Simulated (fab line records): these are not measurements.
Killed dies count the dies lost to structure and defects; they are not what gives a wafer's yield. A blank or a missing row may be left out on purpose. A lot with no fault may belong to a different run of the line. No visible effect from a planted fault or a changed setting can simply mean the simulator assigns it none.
2 desks looking at one fault | flow berkeley-cmos170 | each desk has only its own numbers; what lay behind them comes last

## THE METROLOGY DESK
Lot by lot, what the gauges showed, no matter which tool ran the lot: averages of those sampled wafers that carry a number. Any lot whose mean is over 4 standard deviations away from the usual mean is out of limits and marked OUT; that distance is given in the brackets.
Columns: A = PWELL_TW at UCB170_PWELL_TW_MEAS_17, usual 376; B = FIELD_OXIDE_LEFT_1_THK at UCB170_FIELD_THK_MEAS_90, usual 443 nm; C = V2_TEOS_THK at UCB170_V2_THK_MEAS_01, usual 2005 nm
lot  | first seen here | A              | B   | C
L712 | day 3 04:58     | 377            | 442 | 2022
L713 | day 3 11:22     | 372            | 453 | 1997
L714 | day 3 11:30     | 372            | 443 | 2017
L716 | day 4 04:50     | 378            | 436 | 2034
L717 | day 4 05:09     | 378            | 434 | 2037
L718 | day 4 14:32     | 378            | 441 | 2011
L719 | day 4 14:49     | 370            | 444 | 2001
L722 | day 5 12:50     | 370            | 426 | 2028
L723 | day 5 18:15     | 360 (-5.2) OUT | 438 | 2001
L724 | day 6 02:25     | 373            | 450 | 1997
L725 | day 6 02:39     | 356 (-6.7) OUT | 442 | 1966
L729 | day 7 05:32     | 375            | 438 | 1986
L731 | day 7 16:10     | 374            | 450 | 2002
L735 | day 8 01:26     | 378            | 448 | 2026
This desk's finding: out of limits on L723, L725; first on L723, day 5 18:15 (PWELL_TW at UCB170_PWELL_TW_MEAS_17). L712, L713, L714, L716, L717, L718, L719, L722, L724, L729, L731, L735: within limits.

## TOOL OWNER'S DESK, implanter-04
UCB170_PWELL_IMPLANT_15, tool's own readings: per-lot mean of the sampled wafers with a number, covering each lot this tool ran. Any lot whose mean is over 4 standard deviations away from the usual mean is out of limits and marked OUT; that distance is given in the brackets.
Columns: A = beam-energy-keV at UCB170_PWELL_IMPLANT_15, usual 60.003; B = end-station-pressure-torr at UCB170_PWELL_IMPLANT_15, usual 4.99e-06 Torr
lot  | first seen here | A                        | B
L712 | day 3 04:43     | 59.989                   | 5.15e-06
L713 | day 3 11:02     | 59.988                   | 5.09e-06
L717 | day 4 04:56     | 59.987                   | 5.10e-06
L718 | day 4 14:17     | 59.996                   | 5.14e-06
L722 | day 5 12:35     | 60.024                   | 5.21e-06
L723 | day 5 18:00     | 42.009 (-99 or more) OUT | 5.23e-06
L725 | day 6 02:24     | 41.999 (-99 or more) OUT | 4.94e-06
This desk finds L723, L725 out of limits, L723 being first, at day 5 18:00 (beam-energy-keV at UCB170_PWELL_IMPLANT_15). L712, L713, L717, L718, L722: within limits.

## PUT TOGETHER
An alarm could have come from the tool owner's desk at day 5 18:00, on L723, L725.
L723, L725 would have let the metrology desk raise an alarm at day 5 18:15.
On implanter-04, each named lot ran UCB170_PWELL_IMPLANT_15.

## WHAT HAD BEEN PUT IN BY THE SIMULATOR
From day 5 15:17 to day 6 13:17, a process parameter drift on implanter-04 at UCB170_PWELL_IMPLANT_15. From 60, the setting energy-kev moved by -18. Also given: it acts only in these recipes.
Lots struck among those shown: L723, L725.
Delay (hours) between the fault's onset and each desk's first out-of-limits reading: 3 at the tool owner's desk, 3 at the metrology desk.
